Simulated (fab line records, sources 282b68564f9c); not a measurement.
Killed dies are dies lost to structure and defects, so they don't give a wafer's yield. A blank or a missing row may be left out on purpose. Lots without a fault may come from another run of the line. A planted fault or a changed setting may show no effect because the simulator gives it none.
Which tool did it? | flow rit_cmos | 16 lots, 48 wafers sampled, at 2 steps of a route of 202

WHAT THE GAUGES READ, wafer by wafer
RIT_GATE_OVL_MEAS_17.
lot  | measured    | on         | GATE_OVL (nm)
L896 | day 2 22:16 | overlay-02 | 0.8 0.1 0.3
L897 | day 3 03:56 | overlay-02 | 0.9 2.0 0.6
L898 | day 3 04:22 | overlay-02 | 0.2 -1.1 -0.2
L900 | day 3 16:19 | overlay-02 | -1.1 -1.8 -0.3
L901 | day 3 17:50 | overlay-01 | -0.1 -0.3 -1.3
L902 | day 4 00:19 | overlay-02 | -3.0 -2.0 -2.0
L903 | day 4 06:10 | overlay-01 | 0.3 0.4 0.4
L904 | day 4 15:08 | overlay-01 | 0.2 0.5 0.3
L905 | day 4 16:03 | overlay-02 | 0.8 3.1 -0.8
L910 | day 5 19:00 | overlay-01 | -150.8 -151.0 -151.6 -150.0 -149.7 -150.2
L912 | day 6 02:41 | overlay-01 | -148.0 -149.1 -149.0 -146.9 -147.8 -147.9
L913 | day 6 06:11 | overlay-02 | -151.7 -150.0 -150.8 -150.5 -148.8 -149.0
L914 | day 6 14:45 | overlay-01 | -148.8 -151.0 -149.4 -148.2 -149.7 -148.2
L915 | day 6 17:08 | overlay-01 | -0.1 0.3 -0.8
L916 | day 6 22:45 | overlay-02 | 0.6 2.8 1.3
L918 | day 7 09:03 | overlay-02 | -2.2 -2.5 -1.8

WHICH TOOL RAN EACH LOT (tool, then ch and the chambers of the sampled wafers, then the start)
lot  | RIT_GATE_EXPOSE_13
L896 | iline_stepper-01 ch 0, day 2 21:41
L897 | iline_stepper-01 ch 0, day 3 03:08
L898 | iline_stepper-01 ch 0, day 3 03:38
L900 | iline_stepper-01 ch 0, day 3 15:49
L901 | iline_stepper-01 ch 0, day 3 17:19
L902 | iline_stepper-02 ch 0, day 3 23:42
L903 | iline_stepper-02 ch 0, day 4 05:40
L904 | iline_stepper-02 ch 0, day 4 14:32
L905 | iline_stepper-01 ch 0, day 4 15:31
L910 | iline_stepper-01 ch 0, day 5 18:25
L912 | iline_stepper-01 ch 0, day 6 02:10
L913 | iline_stepper-01 ch 0, day 6 05:40
L914 | iline_stepper-01 ch 0, day 6 14:14
L915 | iline_stepper-02 ch 0, day 6 16:37
L916 | iline_stepper-02 ch 0, day 6 22:14
L918 | iline_stepper-02 ch 0, day 7 08:34
- RIT_GATE_EXPOSE_13: exposes mask M6, target cd 150 nm.

WHAT THE TOOLS THEMSELVES READ (means of the sampled wafers that have a number; where no wafer has one, the mark that the record gives instead)
The record holds no such reading with a usual standard deviation.

THE ANSWER, worked out from the rows above alone
Rule: what is usual is taken from the lots themselves. Put in order of their means at a reading, lots are off if they are a third of the lots or fewer, leave a main group of 4 or more, and stand apart from it by a gap of 3 or more times the standard deviation of the main group's means; of several such gaps the widest counts. A main group whose means are all the same, to the digits that the tables above print for the reading, isn't used. A lot without any number at a reading at which 4 lots or more have one is off too. The other lots that the step has rows for count as sound. The gauges are gone through in route order, then the tools' own readings, and for those a lot's mean is taken as printed above. The first step at which some lot is off is used, and at that step the reading that is off furthest; a lot without a number counts as furthest.
Off: L910, L912, L913, L914, at RIT_GATE_OVL_MEAS_17 (GATE_OVL). The main group: mean -0.2 nm, standard deviation 1.2.
A tool fits if, at a process step before that reading, it ran every lot that is off, and no sound lot after the first of them. The gauges at RIT_GATE_OVL_MEAS_17 are tried like those tools. One fits: iline_stepper-01 at RIT_GATE_EXPOSE_13. Its last sound lot is L905 (day 4 15:31), its first lot that is off L910 (day 5 18:25): a fault that began between those two fits.

WHAT THE SIMULATOR HAD PUT IN
Scanner matching overlay: iline_stepper-01, from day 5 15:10 on, at RIT_GATE_EXPOSE_13. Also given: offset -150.
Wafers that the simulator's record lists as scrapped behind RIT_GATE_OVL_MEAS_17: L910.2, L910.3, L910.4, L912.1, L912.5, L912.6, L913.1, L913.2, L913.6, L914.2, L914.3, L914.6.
Lots struck among those shown: L910, L912, L913, L914. The rule above found the same.
